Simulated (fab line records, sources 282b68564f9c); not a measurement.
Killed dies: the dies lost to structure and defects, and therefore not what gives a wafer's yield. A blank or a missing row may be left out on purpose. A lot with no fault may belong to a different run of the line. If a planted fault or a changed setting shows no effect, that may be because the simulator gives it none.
What tool caused it? | flow rit cmos | Sampling: 14 lots, 42 wafers, 6 of 202 route steps

WHAT THE GAUGES READ, wafer by wafer
RIT_PSD_TW_MEAS_10.
lot  | measured    | on            | PSD_TW
L409 | day 3 07:00 | film metro-04 | 3416 3396 3417
L410 | day 3 12:21 | film metro-01 | 3442 3425 3426
L411 | day 3 17:08 | film metro-04 | 3409 3412 3404
L412 | day 3 21:40 | film metro-04 | 3406 3383 3394
L415 | day 4 13:23 | film metro-04 | 3387 3359 3377
L416 | day 4 17:26 | film metro-02 | 3430 3411 3409
L418 | day 5 03:39 | film metro-04 | 3415 3417 3421
L419 | day 5 09:52 | film metro-01 | 3428 3408 3413
L420 | day 5 16:37 | film metro-02 | 3413 3423 3420
L421 | day 6 01:46 | film metro-02 | 3422 3427 3396
L424 | day 6 10:30 | film metro-02 | 3429 3432 3412
L425 | day 6 13:54 | film metro-02 | 3587 3567 3596
L426 | day 6 19:02 | film metro-02 | 3568 3556 3556
L427 | day 7 01:23 | film metro-01 | 3414 3415 3401

RIT_SDANNEAL_RS_MEAS_04: uses a four-point probe to measure.
lot  | measured    | on            | PSD_RS (ohm/sq)
L409 | day 3 07:31 | film metro-04 | 116.13 116.32 116.22
L410 | day 3 12:52 | film metro-04 | 116.23 116.23 116.35
L411 | day 3 17:40 | film metro-02 | 116.02 115.86 116.12
L412 | day 3 22:13 | film metro-04 | 115.64 115.71 115.55
L415 | day 4 13:59 | film metro-01 | 115.71 115.43 115.69
L416 | day 4 17:58 | film metro-02 | 116.00 116.18 115.91
L418 | day 5 04:08 | film metro-04 | 115.44 115.16 115.43
L419 | day 5 10:21 | film metro-01 | 115.66 115.97 115.93
L420 | day 5 17:07 | film metro-02 | 115.96 116.02 115.74
L421 | day 6 02:18 | film metro-01 | 115.98 115.87 116.19
L424 | day 6 11:11 | film metro-02 | 115.97 115.56 116.08
L425 | day 6 14:25 | film metro-04 | 108.93 109.51 109.04
L426 | day 6 19:32 | film metro-01 | 108.69 109.04 108.95
L427 | day 7 01:53 | film metro-02 | 115.74 116.10 115.77

RIT_SDANNEAL_RS_MEAS_06: uses a four-point probe to measure.
lot  | measured    | on            | PLDD_RS (ohm/sq)
L409 | day 3 07:46 | film metro-04 | 178.2 178.9 177.9
L410 | day 3 13:07 | film metro-04 | 178.2 178.3 178.2
L411 | day 3 17:54 | film metro-02 | 179.6 179.1 179.4
L412 | day 3 22:27 | film metro-04 | 177.7 178.6 177.7
L415 | day 4 14:13 | film metro-01 | 178.2 177.8 178.5
L416 | day 4 18:12 | film metro-02 | 179.4 178.9 178.8
L418 | day 5 04:22 | film metro-04 | 177.7 178.3 178.4
L419 | day 5 10:35 | film metro-01 | 178.7 178.6 179.0
L420 | day 5 17:22 | film metro-02 | 179.5 179.0 179.5
L421 | day 6 02:32 | film metro-01 | 178.4 178.4 178.3
L424 | day 6 11:25 | film metro-02 | 179.0 178.2 178.8
L425 | day 6 14:39 | film metro-04 | 178.5 179.1 178.7
L426 | day 6 19:47 | film metro-01 | 178.5 178.7 178.5
L427 | day 7 02:07 | film metro-02 | 178.4 179.0 178.4

WHAT TOOL EACH LOT RAN ON (gives the tool, then ch and the chambers of the sampled wafers, and finally the start)
lot  | RIT_PRETRO_STRIP_09                 | RIT_NSD_STRIP_09                    | RIT_PSD_IMPLANT_08
L409 | plasma asher-04 ch 0,1, day 2 11:47 | plasma asher-04 ch 0,1, day 3 05:24 | implanter-04 ch 0, day 3 06:40
L410 | plasma asher-02 ch 0,1, day 2 18:58 | plasma asher-01 ch 0,1, day 3 10:38 | implanter-02 ch 0, day 3 12:01
L411 | plasma asher-01 ch 0,1, day 3 00:12 | plasma asher-04 ch 0,1, day 3 15:25 | implanter-02 ch 0, day 3 16:48
L412 | plasma asher-01 ch 0,1, day 3 04:38 | plasma asher-04 ch 0,1, day 3 20:04 | implanter-02 ch 0, day 3 21:22
L415 | plasma asher-01 ch 0,1, day 3 18:59 | plasma asher-01 ch 0,1, day 4 11:43 | implanter-02 ch 0, day 4 13:05
L416 | plasma asher-04 ch 0,1, day 4 00:15 | plasma asher-01 ch 0,1, day 4 15:46 | implanter-04 ch 0, day 4 17:08
L418 | plasma asher-04 ch 0,1, day 4 08:59 | plasma asher-01 ch 0,1, day 5 02:03 | implanter-04 ch 0, day 5 03:19
L419 | plasma asher-01 ch 0,1, day 4 14:11 | plasma asher-02 ch 0,1, day 5 08:00 | implanter-04 ch 0, day 5 09:33
L420 | plasma asher-01 ch 0,1, day 4 23:03 | plasma asher-02 ch 0,1, day 5 14:53 | implanter-02 ch 0, day 5 16:17
L421 | plasma asher-04 ch 0,1, day 5 03:14 | plasma asher-01 ch 0,1, day 6 00:02 | implanter-02 ch 0, day 6 01:28
L424 | plasma asher-01 ch 0,1, day 5 16:49 | plasma asher-04 ch 0,1, day 6 08:47 | implanter-02 ch 0, day 6 10:10
L425 | plasma asher-01 ch 0,1, day 5 19:59 | plasma asher-02 ch 0,1, day 6 12:17 | implanter-04 ch 0, day 6 13:35
L426 | plasma asher-02 ch 0,1, day 6 01:40 | plasma asher-01 ch 0,1, day 6 17:24 | implanter-04 ch 0, day 6 18:44
L427 | plasma asher-02 ch 0,1, day 6 07:01 | plasma asher-04 ch 0,1, day 6 23:40 | implanter-02 ch 0, day 7 01:04
- RIT_PRETRO_STRIP_09: strips in O2, time 180 s.
- RIT_NSD_STRIP_09: strips in O2, time 180 s.
- RIT_PSD_IMPLANT_08

AS READ BY THE TOOLS THEMSELVES (means over the sampled wafers that have a number; for cases with no such wafer, the mark the record gives instead)
RIT_PRETRO_STRIP_09.
lot  | tool            | drypump motor current A (A) | rf refl power W (W)
L409 | plasma asher-04 | 5.5                         | 6.4
L410 | plasma asher-02 | 5.4                         | 7.3
L411 | plasma asher-01 | 5.4                         | 6.9
L412 | plasma asher-01 | 5.4                         | 7.0
L415 | plasma asher-01 | 5.4                         | 7.0
L416 | plasma asher-04 | 5.7                         | 5.8
L418 | plasma asher-04 | 5.7                         | 5.6
L419 | plasma asher-01 | 5.4                         | 7.0
L420 | plasma asher-01 | 5.4                         | 7.2
L421 | plasma asher-04 | 5.7                         | 5.7
L424 | plasma asher-01 | 5.5                         | 7.7
L425 | plasma asher-01 | 5.4                         | 7.0
L426 | plasma asher-02 | 5.4                         | 7.5
L427 | plasma asher-02 | 5.4                         | 7.4

RIT_NSD_STRIP_09.
lot  | tool            | drypump motor current A (A) | rf refl power W (W)
L409 | plasma asher-04 | 5.7                         | 5.8
L410 | plasma asher-01 | 5.5                         | 7.7
L411 | plasma asher-04 | 5.6                         | 6.3
L412 | plasma asher-04 | 5.7                         | 5.7
L415 | plasma asher-01 | 5.4                         | 7.0
L416 | plasma asher-01 | 5.5                         | 7.7
L418 | plasma asher-01 | 5.4                         | 7.0
L419 | plasma asher-02 | 5.1                         | 7.8
L420 | plasma asher-02 | 5.4                         | 7.4
L421 | plasma asher-01 | 5.4                         | 7.2
L424 | plasma asher-04 | 5.7                         | 5.7
L425 | plasma asher-02 | 5.4                         | 7.4
L426 | plasma asher-01 | 5.4                         | 6.9
L427 | plasma asher-04 | 5.7                         | 6.1

RIT_PSD_IMPLANT_08.
lot  | tool         | beam energy keV | beam on s (s) | dose ions cm2 | faraday current uA
L409 | implanter-04 | 27.007          | 17.8          | 4.997e+15     | 8726
L410 | implanter-02 | 27.009          | 14.4          | 5.001e+15     | 10717
L411 | implanter-02 | 26.989          | 14.4          | 4.992e+15     | 10712
L412 | implanter-02 | 26.999          | 14.5          | 4.994e+15     | 10618
L415 | implanter-02 | 27.000          | 14.3          | 5.000e+15     | 10785
L416 | implanter-04 | 26.997          | 17.3          | 5.000e+15     | 8974
L418 | implanter-04 | 26.998          | 17.4          | 5.004e+15     | 8892
L419 | implanter-04 | 27.002          | 17.7          | 5.004e+15     | 8743
L420 | implanter-02 | 26.994          | 14.5          | 5.001e+15     | 10611
L421 | implanter-02 | 26.997          | 14.6          | 5.002e+15     | 10594
L424 | implanter-02 | 27.001          | 14.4          | 4.997e+15     | 10674
L425 | implanter-04 | 27.020          | 31.7          | 8.827e+15     | 8646
L426 | implanter-04 | 26.998          | 30.5          | 8.813e+15     | 8977
L427 | implanter-02 | 26.999          | 14.4          | 4.999e+15     | 10719

THE ANSWER, worked out from the rows above alone
Rule: what is usual is taken from the lots themselves. Put in order of their means at a reading, lots are off if they are a third of the lots or fewer, leave a main group of 4 or more, and stand apart from it by a gap of 3 or more times the standard deviation of the main group's means; of several such gaps the widest counts. If all means in a main group match to the digits the tables above print for the reading, that group is not used. A lot without any number at a reading at which 4 lots or more have one is off too. Any other lot the step has rows for is counted as sound. Order of review: gauges by route order, followed by the tools' own readings, for which a lot's mean as printed above is used. The first step at which some lot is off is used, and at that step the reading that is off furthest; a lot without a number counts as furthest.
Off: L425, L426, seen at RIT_PSD_TW_MEAS_10 (PSD_TW). The main group has a mean of 3411 with a standard deviation of 14.
If a tool, at a process step before that reading, ran all the lots that are off and no sound lot after the first of them, it fits. Not tried: the gauges at RIT_PSD_TW_MEAS_10; whatever is off there is also off at RIT_SDANNEAL_RS_MEAS_04, on other tools, and gauge error can't account for it. One fits: implanter-04 at RIT_PSD_IMPLANT_08. Its last sound lot is L419 (day 5 09:33), its first lot that is off L425 (day 6 13:35): a fault that began between those two fits.
The tool's own readings at RIT_PSD_IMPLANT_08 bear it out: on the lots that are off they differ by more than 5 times the standard deviation of the sound lots' means. beam on s reads 31.1 s there against 15.5 s on the sound lots; dose ions cm2 reads 8.820e+15 there against 4.999e+15 on the sound lots.

WHAT THE SIMULATOR HAD PUT IN
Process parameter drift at RIT_PSD_IMPLANT_08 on implanter-04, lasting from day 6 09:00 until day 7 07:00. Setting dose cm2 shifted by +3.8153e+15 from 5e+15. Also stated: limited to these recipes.
Shown lots that were struck: L425, L426. The rule above found the same.
